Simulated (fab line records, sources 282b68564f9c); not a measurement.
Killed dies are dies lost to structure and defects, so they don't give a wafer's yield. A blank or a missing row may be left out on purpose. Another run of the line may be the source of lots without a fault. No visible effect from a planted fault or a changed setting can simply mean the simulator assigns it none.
fab line records | flow ritCmos
record: lots: 13 wafers: 39 lastDay: 8
route steps=202 shown M1@184
lots that met no fault: from a run of the same line without faults
startH: start of the lot's first displayed wafer, in hours after the record's first day | waitH: hours since the lot's step before | " unchanged from the row above | L1.1+2: a single row standing in for several wafers | - no value, or no start was given | * or withheld: withheld | < > ~ a bound
route shown NAME@n: names a module that has steps shown in the file, with the first one's number in the route | usual: average and standard deviation across the fault-free wafers | same: alike in all rows | chamber/n: place in a boat | sites: per-site readings | _std_site: how widely they spread, as a standard deviation | _edge_site: outer sites' mean less inner sites' | radiusMm: for every site, how far away it sits from the centre of the wafer | mask NAME#n: copy n | behind: the last tool/chamber to shape the wafer | hold: the reason the lot was held/the length of the hold in hours/how it ended | device: the transistor (n, p or np) that didn't switch | end of line: tests of these same wafers at the route's end | a step given without rows: its recipe and nothing more | killed: the dies lost at the first sort to structure and to defects; this is not the yield of the wafer | map: the dies of a wafer, with x for killed, . for not killed, _ for no die there
set.NAME: the setting the step ran with; set.NAME@STEP: the setting that earlier step ran with | model.NAME: the simulator's own value behind a step, which no gauge read
a sample of lots followed through the steps of the route, with each step as a table and each wafer as a row
services: a tool's chamber out of use, with start hour (startH, from the record's first day; less than 0 if before it), hours out, and reason
== steps ==
step: RIT_M1_SPUTTER_00
recipe: material: Al targetThkNm: 400 powerW: 2000 chamberPressurePa: 0.4 gas: Ar timeS: 500 substrateTempC: 25
usual: throttleValvePct: 30.3/0.74
columns lot.wafer tool chamber startH waitH throttleValvePct
L715.1 pvdSputter-02 - 70.08 0.0 31.2
L715.3 " - " " 29.9
L715.6 " - " " 31.2
L716.1 pvdSputter-01 - 71.96 0.0 29.9
L716.3 " - " " 30.2
L716.6 " - " " 30.0
L718.1 pvdSputter-02 - 90.50 0.0 30.9
L718.2 " - " " 30.3
L718.4 " - " " 31.2
L719.2 pvdSputter-01 - 90.85 0.0 30.2
L719.4 " - " " 30.3
L719.6 " - " " 30.1
L723.1 pvdSputter-01 - 110.37 0.0 29.8
L723.3 " - " " 30.1
L723.6 " - " " 29.9
L722.3 pvdSputter-02 - 112.78 0.0 29.5
L722.4 " - " " 29.9
L722.6 " - " " 30.1
L724.2 pvdSputter-03 - 114.59 0.0 31.0
L724.3 " - " " 30.4
L724.6 " - " " 30.3
L725.2 pvdSputter-02 - 117.64 0.0 31.4
L725.3 " - " " 31.3
L725.4 " - " " 29.6
L726.2 pvdSputter-01 - 123.75 0.0 29.9
L726.5 " - " " 30.5
L726.6 " - " " 29.9
L727.2 pvdSputter-02 - 127.57 0.0 29.4
L727.3 " - " " 31.1
L727.5 " - " " 31.1
L731.1 pvdSputter-02 - 149.33 0.0 29.9
L731.4 " - " " 31.2
L731.5 " - " " 31.2
L733.1 pvdSputter-02 - 160.69 0.0 29.5
L733.2 " - " " 31.0
L733.6 " - " " 29.3
L736.1 pvdSputter-03 - 177.63 0.0 29.3
L736.2 " - " " 30.9
L736.6 " - " " 28.5
step: RIT_M1_RS_MEAS_01
recipe: thkMeasGauge: four-point-probe reads: Al_of_M1_SPUTTER_00
usual: M1_AL_RS: 0.0735/0.00066
columns lot.wafer tool chamber startH waitH hold M1_AL_RS[ohm/sq]
L715.1 filmMetro-02 - 70.37 0.1 - 0.0731
L715.3 " - " " - 0.0737
L715.6 " - " " - 0.0733
L716.1 filmMetro-02 - 72.25 0.1 - 0.0743
L716.3 " - " " - 0.0739
L716.6 " - " " - 0.0742
L718.1 filmMetro-01 - 90.79 0.1 - 0.0732
L718.2 " - " " - 0.0742
L718.4 " - " " - 0.0733
L719.2 filmMetro-02 - 91.16 0.2 - 0.0732
L719.4 " - " " - 0.0749
L719.6 " - " " - 0.0740
L723.1 filmMetro-01 - 110.67 0.1 - 0.0744
L723.3 " - " " - 0.0741
L723.6 " - " " - 0.0745
L722.3 filmMetro-02 - 113.12 0.2 - 0.0721
L722.4 " - " " - 0.0723
L722.6 " - " " - 0.0724
L724.2 filmMetro-03 - 114.90 0.2 - 0.0731
L724.3 " - " " - 0.0731
L724.6 " - " " - 0.0738
L725.2 filmMetro-02 - 117.95 0.2 - 0.0742
L725.3 " - " " - 0.0736
L725.4 " - " " - 0.0737
L726.2 filmMetro-03 - 124.07 0.2 - 0.0736
L726.5 " - " " - 0.0742
L726.6 " - " " - 0.0738
L727.2 filmMetro-03 - 127.89 0.2 - 0.0728
L727.3 " - " " - 0.0731
L727.5 " - " " - 0.0740
L731.1 filmMetro-01 - 149.63 0.1 - 0.0743
L731.4 " - " " - 0.0745
L731.5 " - " " - 0.0742
L733.1 filmMetro-02 - 160.98 0.1 awaitDispo/0.2h/release 0.0655
L733.2 " - " " awaitDispo/0.2h/release 0.0732
L733.6 " - " " awaitDispo/0.2h/release 0.0658
L733.1 filmMetro-02 - 161.27 0.3 - 0.0657
L733.2 " - " " - 0.0732
L733.6 " - " " - 0.0656
L736.1 filmMetro-02 - 177.93 0.1 - 0.0730
L736.2 " - " " - 0.0733
L736.6 " - " " - 0.0730
step: RIT_M1_THK_MEAS_02
recipe: thkMeasGauge: xrf reads: Al_of_M1_SPUTTER_00
usual: M1_AL_THK: 399/3.7
columns lot.wafer tool chamber startH waitH hold M1_AL_THK[nm]
L715.1 filmMetro-02 - 70.49 0.1 - 404
L715.3 " - " " - 399
L715.6 " - " " - 401
L716.1 filmMetro-02 - 72.37 0.1 - 393
L716.3 " - " " - 393
L716.6 " - " " - 394
L718.1 filmMetro-01 - 90.91 0.1 - 403
L718.2 " - " " - 399
L718.4 " - " " - 404
L719.2 filmMetro-02 - 91.27 0.1 - 399
L719.4 " - " " - 391
L719.6 " - " " - 395
L723.1 filmMetro-01 - 110.79 0.1 - 398
L723.3 " - " " - 400
L723.6 " - " " - 398
L722.3 filmMetro-02 - 113.22 0.1 - 408
L722.4 " - " " - 405
L722.6 " - " " - 403
L724.2 filmMetro-03 - 115.01 0.1 - 397
L724.3 " - " " - 399
L724.6 " - " " - 394
L725.2 filmMetro-02 - 118.06 0.1 - 395
L725.3 " - " " - 399
L725.4 " - " " - 398
L726.2 filmMetro-03 - 124.18 0.1 - 395
L726.5 " - " " - 391
L726.6 " - " " - 393
L727.2 filmMetro-03 - 128.00 0.1 - 402
L727.3 " - " " - 399
L727.5 " - " " - 395
L731.1 filmMetro-01 - 149.75 0.1 - 398
L731.4 " - " " - 398
L731.5 " - " " - 400
L733.1 filmMetro-02 - 164.42 3.1 awaitDispo/0.2h/release 445
L733.2 " - " " awaitDispo/0.2h/release 402
L733.6 " - " " awaitDispo/0.2h/release 443
L733.1 filmMetro-02 - 164.67 0.2 - 445
L733.2 " - " " - 400
L733.6 " - " " - 445
L736.1 filmMetro-02 - 178.05 0.1 - 398
L736.2 " - " " - 395
L736.6 " - " " - 400
step: RIT_M1_METAL_ETCH_12
recipe: stopOn: SiO2 chemistry: Cl2/BCl3 target: Al timeS: 165 overEtchFrac: 0.5 pressureMtorr: 100 targetDepthA: 6000 rfW: 250 Cl2_flow_sccm: 60 bcl3FlowSccm: 50
usual: drypumpMotorCurrentA: 5.9/0.47 oesProductAu: 0.774/0.011 throttleValvePct: 8.24/0.14
columns lot.wafer tool chamber startH waitH drypumpMotorCurrentA oesProductAu rfHoursCounterH throttleValvePct
L715.1 rieMetal-02 1 71.84 0.2 6.2 0.773 2 8.14
L715.3 " 0 " " 5.3 0.780 - 8.39
L715.6 " 1 " " 6.2 0.778 - 8.14
L716.1 rieMetal-04 0 73.72 0.2 6.2 0.758 1 8.15
L716.3 " 1 " " 5.3 0.767 - 8.04
L716.6 " 0 " " 6.2 0.762 - 8.17
L718.1 rieMetal-02 1 92.30 0.2 6.2 0.773 3 8.13
L718.2 " 0 " " 5.3 0.772 3 8.40
L718.4 " 1 " " 6.2 0.776 - 8.15
L719.2 rieMetal-04 0 92.96 0.2 6.3 0.765 1 8.15
L719.4 " 1 " " 5.3 0.755 - 8.05
L719.6 " 0 " " 6.3 0.758 - 8.17
L723.1 rieMetal-04 1 112.75 0.2 5.4 0.766 1 8.04
L723.3 " 1 " " 5.4 0.776 - 8.05
L723.6 " 0 " " 6.3 0.761 - 8.17
L722.3 rieMetal-01 0 114.87 0.2 5.9 0.799 - 8.42
L722.4 " 1 " " 6.7 0.794 - 8.29
L722.6 " 1 " " 6.7 0.803 - 8.30
L724.2 rieMetal-02 0 116.35 0.2 5.3 0.774 3 8.39
L724.3 " 0 " " 5.3 0.768 - 8.38
L724.6 " 1 " " 6.2 0.771 - 8.15
L725.2 rieMetal-04 1 119.52 0.2 5.3 0.771 1 8.05
L725.3 " 1 " " 5.4 0.761 - 8.05
L725.4 " 0 " " 6.3 0.766 - 8.15
L726.2 rieMetal-01 0 125.75 0.2 5.9 0.783 38 8.43
L726.5 " 0 " " 6.0 0.782 - 8.42
L726.6 " 1 " " 6.7 0.781 - 8.29
L727.2 rieMetal-02 0 129.46 0.2 5.3 0.774 3 8.40
L727.3 " 0 " " 5.3 0.781 - 8.39
L727.5 " 1 " " 6.2 0.771 - 8.15
L731.1 rieMetal-02 1 151.09 0.2 6.2 0.764 3 8.16
L731.4 " 0 " " 5.3 0.780 - 8.39
L731.5 " 1 " " 6.2 0.781 - 8.15
L733.1 rieMetal-04 1 170.21 0.2 5.4 0.814 2 8.04
L733.2 " 0 " " 6.3 0.776 2 8.15
L733.6 " 1 " " 5.3 0.830 - 8.05
L736.1 rieMetal-04 1 179.80 0.2 5.4 0.769 2 8.03
L736.2 " 1 " " 5.3 0.762 - 8.05
L736.6 " 1 " " 5.3 0.767 - 8.05
step: RIT_M1_PROBE_99
usual: defectLimitedYield: 97.5/1.2 killed_at_M0_to_M3: 0.0/0.12 killedAtContacts: 0.1/0.32 killedAtFrontEnd: 6/3.1 killedDies: 7/3.2 killedOpen: 3.1/1.9 killedShort: 3.5/2.2 sort_bin_3_pad_short: 0.2/0.24 sort_bin_5_function: 1.5/0.86 sort_bin_6_memory: 0.9/0.59 sortNPass: 257/3.2 sortYieldPct: 97.5/1.2
same: grossDies: 264 killed_at_M4_up: 0 killedAtBackSide: 0 killedAtOther: 0
columns lot.wafer tool chamber startH waitH hold defectLimitedYield[%] killed_at_M0_to_M3 killedAtContacts killedAtFrontEnd killedDies killedOpen killedShort sort_bin_3_pad_short[%] sort_bin_5_function[%] sort_bin_6_memory[%] sortNPass sortYieldPct[%]
L715.1 prober-01 - 74.09 0.1 - 97.3 0 0 7 7 2 5 0 2.3 0.4 257 97.3
L715.3 prober-01 - 74.19 0.2 - 100.0 0 0 0 0 0 0 0 0 0 264 100.0
L715.6 prober-01 - 74.34 0.2 - 99.2 0 0 2 2 1 1 0 0.8 0 262 99.2
L716.1 prober-01 - 75.97 0.1 - 98.1 0 0 5 5 2 3 0 1.1 0.8 259 98.1
L716.3 prober-01 - 76.07 0.2 - 98.5 0 0 4 4 2 2 0 1.5 0 260 98.5
L716.6 prober-01 - 76.22 0.2 - 99.2 0 1 1 2 2 0 0 0.8 0 262 99.2
L718.1 prober-01 - 94.56 0.1 - 97.3 0 0 7 7 5 2 0 2.3 0.4 257 97.3
L718.2 prober-01 - 94.61 0.1 - 98.1 0 0 5 5 4 1 0 0.8 1.1 259 98.1
L718.4 prober-01 - 94.71 0.2 - 98.9 0 0 3 3 0 3 0 0.4 0.8 261 98.9
L719.2 prober-02 - 96.11 0.1 - 98.5 0 0 4 4 3 1 0 0.8 0.8 260 98.5
L719.4 prober-02 - 96.21 0.2 - 97.0 0 0 8 8 5 3 0 2.3 0.8 256 97.0
L719.6 prober-02 - 96.31 0.2 - 99.2 0 0 2 2 1 1 0 0.4 0.4 262 99.2
L723.1 prober-01 - 115.24 0.1 - 97.0 0 0 8 8 5 3 0 2.7 0.4 256 97.0
L723.3 prober-01 - 115.34 0.2 - 97.0 0 0 8 8 4 4 0 2.3 0.8 256 97.0
L723.6 prober-01 - 115.49 0.2 - 98.9 0 0 3 3 2 1 0 1.1 0 261 98.9
L722.3 prober-02 - 117.41 0.2 - 97.3 0 0 7 7 2 5 0 1.5 1.1 257 97.3
L722.4 prober-02 - 117.46 0.2 - 98.5 0 0 4 4 4 0 0 0.8 0.8 260 98.5
L722.6 prober-02 - 117.56 0.2 - 97.3 0 1 6 7 4 3 0 2.3 0.4 257 97.3
L724.2 prober-01 - 118.86 0.1 - 98.5 0 0 4 4 1 3 0.4 0.4 0.8 260 98.5
L724.3 prober-01 - 118.91 0.2 - 97.7 0 0 6 6 4 2 0 1.5 0.8 258 97.7
L724.6 prober-01 - 119.06 0.2 - 95.1 0 0 13 13 5 8 0.4 3.0 1.5 251 95.1
L725.2 prober-02 - 122.07 0.1 - 97.7 0 0 6 6 4 2 0 0.8 1.5 258 97.7
L725.3 prober-02 - 122.12 0.2 - 95.8 0 0 11 11 7 4 0.4 3.8 0 253 95.8
L725.4 prober-02 - 122.17 0.2 - 96.2 0 0 10 10 2 8 0 1.9 1.9 254 96.2
L726.2 prober-01 - 128.05 0.1 - 97.0 0 0 8 8 6 2 0.4 1.5 1.1 256 97.0
L726.5 prober-01 - 128.20 0.2 - 97.3 0 0 7 7 1 6 0.4 0.8 1.5 257 97.3
L726.6 prober-01 - 128.25 0.2 - 98.9 0 0 3 3 3 0 0 0.8 0.4 261 98.9
L727.2 prober-02 - 131.76 0.1 - 96.2 0 0 10 10 1 9 0.4 1.9 1.5 254 96.2
L727.3 prober-02 - 131.81 0.2 - 99.6 0 0 1 1 1 0 0 0 0.4 263 99.6
L727.5 prober-02 - 131.91 0.2 - 98.5 0 0 4 4 2 2 0.4 0.4 0.8 260 98.5
L731.1 prober-02 - 153.35 0.1 - 98.9 0 0 3 3 2 1 0 0.8 0.4 261 98.9
L731.4 prober-02 - 153.50 0.2 - 98.9 0 0 3 3 1 2 0 1.1 0 261 98.9
L731.5 prober-02 - 153.55 0.2 - 97.7 0 0 6 6 4 2 0 1.5 0.8 258 97.7
L733.1 prober-02 - 181.10 8.5 awaitDispo/8.4h/release 96.6 0 0 9 9 5 4 0 1.9 1.5 255 96.6
L733.2 prober-02 - 181.15 8.5 awaitDispo/8.4h/release 95.8 0 1 10 11 6 5 0.4 1.9 1.9 253 95.8
L733.6 prober-02 - 181.35 8.6 awaitDispo/8.4h/release 96.2 0 0 10 10 3 7 0.8 1.1 1.9 254 96.2
L736.1 prober-02 - 182.21 0.1 - 97.7 0 0 6 6 5 1 0.4 1.5 0.4 258 97.7
L736.2 prober-02 - 182.26 0.1 - 96.2 1 1 8 10 3 6 0 2.3 1.5 254 96.2
L736.6 prober-02 - 182.46 0.2 - 97.7 0 0 6 6 1 4 0.4 1.9 0 258 97.7
killed by level:class
L715.1 GATE:geometricParticle:short=3 REOX:geometricParticle:short=2 FOX1:geometricParticle:open=1 GATE:geometricParticle:open=1
L715.6 REOX:geometricParticle:open=1 SILICIDE:geometricParticle:short=1
L716.1 GATE:geometricParticle:short=2 GATE:geometricParticle:open=1 REOX:geometricParticle:open=1 SPACER:geometricParticle:short=1
L716.3 GATE:geometricParticle:open=1 GATE:geometricParticle:short=1 REOX:geometricParticle:open=1 SPACER:geometricParticle:short=1
L716.6 REOX:geometricParticle:open=1 CONTACT:geometricParticle:open=1
L718.1 REOX:geometricParticle:open=4 GATE:geometricParticle:short=1 SPACER:geometricParticle:short=1 SPACER:geometricParticle:open=1
L718.2 REOX:geometricParticle:open=3 GATE:geometricParticle:open=1 REOX:geometricParticle:short=1
L718.4 FOX1:geometricParticle:short=1 GATE:geometricParticle:short=1 REOX:geometricParticle:short=1
L719.2 FOX1:geometricParticle:open=2 GATE:geometricParticle:open=1 SPACER:geometricParticle:short=1
L719.4 FOX1:geometricParticle:open=2 GATE:geometricParticle:open=2 FOX1:geometricParticle:short=1 GATE:geometricParticle:short=1 REOX:geometricParticle:open=1 SILICIDE:geometricParticle:short=1
L719.6 GATE:geometricParticle:short=1 SPACER:geometricParticle:open=1
L723.1 GATE:geometricParticle:short=3 FOX2:geometricParticle:open=2 GATE:geometricParticle:open=2 FOX1:geometricParticle:open=1
L723.3 FOX1:geometricParticle:open=2 GATE:geometricParticle:short=2 FOX1:geometricParticle:short=1 FOX2:geometricParticle:short=1 REOX:geometricParticle:open=1 SPACER:geometricParticle:open=1
L723.6 GATE:geometricParticle:open=1 REOX:geometricParticle:open=1 SPACER:geometricParticle:short=1
L722.3 SPACER:geometricParticle:short=2 FOX1:geometricParticle:short=1 FOX2:geometricParticle:open=1 REOX:geometricParticle:short=1 SPACER:geometricParticle:open=1 SILICIDE:geometricParticle:short=1
L722.4 GATE:geometricParticle:open=3 REOX:geometricParticle:open=1
L722.6 GATE:geometricParticle:short=2 GATE:geometricParticle:open=1 REOX:geometricParticle:open=1 SPACER:geometricParticle:short=1 SPACER:geometricParticle:open=1 CONTACT:geometricParticle:open=1
L724.2 FOX1:geometricParticle:short=1 GATE:geometricParticle:short=1 SILICIDE:geometricParticle:short=1 SILICIDE:geometricParticle:open=1
L724.3 SILICIDE:geometricParticle:open=2 FOX2:geometricParticle:short=1 GATE:geometricParticle:short=1 GATE:geometricParticle:open=1 SPACER:geometricParticle:open=1
L724.6 GATE:geometricParticle:open=3 FOX2:geometricParticle:short=2 GATE:geometricParticle:short=2 REOX:geometricParticle:short=2 REOX:geometricParticle:open=2 FOX1:geometricParticle:short=1 SILICIDE:geometricParticle:short=1
L725.2 GATE:geometricParticle:open=2 REOX:geometricParticle:open=2 FOX1:geometricParticle:short=1 GATE:geometricParticle:short=1
L725.3 GATE:geometricParticle:open=4 GATE:geometricParticle:short=3 FOX1:geometricParticle:short=1 FOX1:geometricParticle:open=1 REOX:geometricParticle:open=1 SILICIDE:geometricParticle:open=1
L725.4 GATE:geometricParticle:short=3 REOX:geometricParticle:short=3 FOX2:geometricParticle:short=2 GATE:geometricParticle:open=1 REOX:geometricParticle:open=1
L726.2 GATE:geometricParticle:open=3 REOX:geometricParticle:short=2 FOX1:geometricParticle:open=1 FOX2:geometricParticle:open=1 REOX:geometricParticle:open=1
L726.5 FOX1:geometricParticle:short=2 SPACER:geometricParticle:short=2 GATE:geometricParticle:short=1 GATE:geometricParticle:open=1 REOX:geometricParticle:short=1
L726.6 GATE:geometricParticle:open=1 REOX:geometricParticle:open=1 SILICIDE:geometricParticle:open=1
L727.2 REOX:geometricParticle:short=4 GATE:geometricParticle:short=3 FOX1:geometricParticle:short=1 FOX2:geometricParticle:open=1 SILICIDE:geometricParticle:short=1
L727.3 REOX:geometricParticle:open=1
L727.5 GATE:geometricParticle:short=2 SPACER:geometricParticle:open=1 SILICIDE:geometricParticle:open=1
L731.1 FOX1:geometricParticle:short=1 FOX1:geometricParticle:open=1 REOX:geometricParticle:open=1
L731.4 GATE:geometricParticle:short=2 GATE:geometricParticle:open=1
L731.5 SPACER:geometricParticle:open=2 FOX1:geometricParticle:short=1 FOX1:geometricParticle:open=1 GATE:geometricParticle:short=1 GATE:geometricParticle:open=1
L733.1 GATE:geometricParticle:short=2 GATE:geometricParticle:open=2 SPACER:geometricParticle:open=2 FOX1:geometricParticle:short=1 FOX1:geometricParticle:open=1 SILICIDE:geometricParticle:short=1
L733.2 GATE:geometricParticle:open=3 SPACER:geometricParticle:short=2 SILICIDE:geometricParticle:short=2 FOX1:geometricParticle:open=1 GATE:geometricParticle:short=1 SILICIDE:geometricParticle:open=1 CONTACT:geometricParticle:open=1
L733.6 GATE:geometricParticle:short=4 GATE:geometricParticle:open=1 REOX:geometricParticle:short=1 REOX:geometricParticle:open=1 SPACER:geometricParticle:short=1 SPACER:geometricParticle:open=1 SILICIDE:geometricParticle:short=1
L736.1 GATE:geometricParticle:open=4 SILICIDE:geometricParticle:short=1 SILICIDE:geometricParticle:open=1
L736.2 SPACER:geometricParticle:short=3 FOX1:geometricParticle:short=1 FOX2:geometricParticle:short=1 SPACER:geometricParticle:open=1 SILICIDE:geometricParticle:short=1 SILICIDE:geometricParticle:open=1 CONTACT:geometricParticle:open=1 M1:coatMicrobubblePrinted=1
L736.6 GATE:geometricParticle:short=2 REOX:geometricParticle:short=1 SPACER:geometricParticle:short=1 SILICIDE:geometricParticle:open=1 NLDD:coatMicrobubblePrinted=1
== services ==
columns tool chamber startH hours kind
pvdSputter-01 - 53.00 2.6 repair
pvdSputter-03 - 68.93 4.9 repair
pvdSputter-02 - 81.01 1.1 repair
rieMetal-01 1 86.08 21.7 repair
rieMetal-02 1 86.76 3.3 repair
pvdSputter-03 - 87.88 5.0 repair
rieMetal-01 - 136.12 20.0 pm
rieMetal-01 0 136.12 20.0 ventCycle
rieMetal-01 1 136.12 20.0 ventCycle
rieMetal-01 0 156.12 - clean
rieMetal-01 1 156.12 - clean
pvdSputter-02 - 172.59 1.0 repair
== key ==
firstSign: step: RIT_M1_RS_MEAS_01 reading: visit direction: added
effect: step: RIT_M1_RS_MEAS_01 reading: M1_AL_RS direction: down sigmas: 12 usual: 0.0735 struck: 0.0657
effect: step: RIT_M1_THK_MEAS_02 reading: visit direction: added
effect: step: RIT_M1_THK_MEAS_02 reading: M1_AL_THK direction: up sigmas: 12 usual: 399 struck: 444
effect: step: RIT_M1_METAL_ETCH_12 reading: oesProductAu direction: up sigmas: 4.6 usual: 0.774 struck: 0.822
metAt RIT_M1_SPUTTER_00
struckLots L733
struckWafers L733.1,L733.6
onsetBetween 127.57 160.69
fault: kind: processParameterDrift tool: pvdSputter-02 chamber: - onsetH: 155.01 steps: RIT_M1_SPUTTER_00 channel: targetThkNm offset: 44.556 shape: step endH: 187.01 stated: 400 scope: struckWafersOnly
